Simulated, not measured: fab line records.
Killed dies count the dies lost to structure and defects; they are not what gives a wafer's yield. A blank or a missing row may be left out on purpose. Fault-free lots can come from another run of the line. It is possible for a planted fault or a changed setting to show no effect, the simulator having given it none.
What tool caused it?	flow berkeley-cmos170	7 lots with 21 wafers sampled at 2 steps, on a route of 331 steps

== WHAT EACH GAUGE READ, for each wafer ==
UCB170_V2_THK_MEAS_04.
lot	measured	on	V2_POLISHED_THK (nm)
L282	day 8 03:30	film-metro-01	999.9 999.7 1000.0
L283	day 9 04:51	film-metro-02	1001.9 1000.7 1000.0
L288	day 10 04:23	film-metro-01	1001.6 999.7 999.5
L290	day 10 23:36	film-metro-01	1001.8 1000.8 1000.0
L291	day 11 00:17	film-metro-03	999.2 1001.4 1000.0
L299	day 12 04:15	film-metro-01	1350.1 1348.5 1352.4
L300	day 12 04:58	film-metro-03	1341.8 1359.8 1347.3

== WHICH TOOL RAN EACH LOT (tool, then ch and the chambers of the sampled wafers, then the start) ==
lot	UCB170_V2_CMP_02
L282	cmp-02 ch 0,1,3, day 8 03:05
L283	cmp-01 ch 1,2,3, day 9 04:34
L288	cmp-02 ch 0,1,2, day 10 03:58
L290	cmp-01 ch 0,1,2, day 10 23:18
L291	cmp-01 ch 0,2,3, day 10 23:51
L299	cmp-01 ch 0,1, day 12 03:29
L300	cmp-01 ch 0,3, day 12 04:34
- UCB170_V2_CMP_02: polishes SiO2.

== THE ANSWER, worked out from the rows above alone ==
Rule: the usual values come from the lots themselves. Put in order of their means at a reading, lots are off if they are a third of the lots or fewer, leave a main group of 4 or more, and stand apart from it by a gap of 3 or more times the standard deviation of the main group's means; of several such gaps the widest counts. If all means in a main group match to the digits the tables above print for the reading, that group is not used. Also off: a lot with no number at a reading for which 4 or more lots have one. Any other lot the step has rows for is counted as sound.
Off: L299, L300, at UCB170_V2_THK_MEAS_04 (V2_POLISHED_THK). The main group: mean 1000.4 nm, standard deviation 0.39.
A tool fits if, at a process step before that reading, it ran every lot that is off, and no sound lot after the first of them. The gauges at UCB170_V2_THK_MEAS_04 are tried like those tools. One fits: UCB170_V2_CMP_02 on cmp-01. Its last sound lot is L291 (day 10 23:51), its first lot that is off L299 (day 12 03:29): a fault that began between those two fits.

== WHAT THE SIMULATOR HAD PUT IN ==
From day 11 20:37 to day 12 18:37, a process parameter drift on cmp-01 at UCB170_V2_CMP_02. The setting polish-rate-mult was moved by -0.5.
Struck lots among those shown: L299, L300. The rule above found the same.
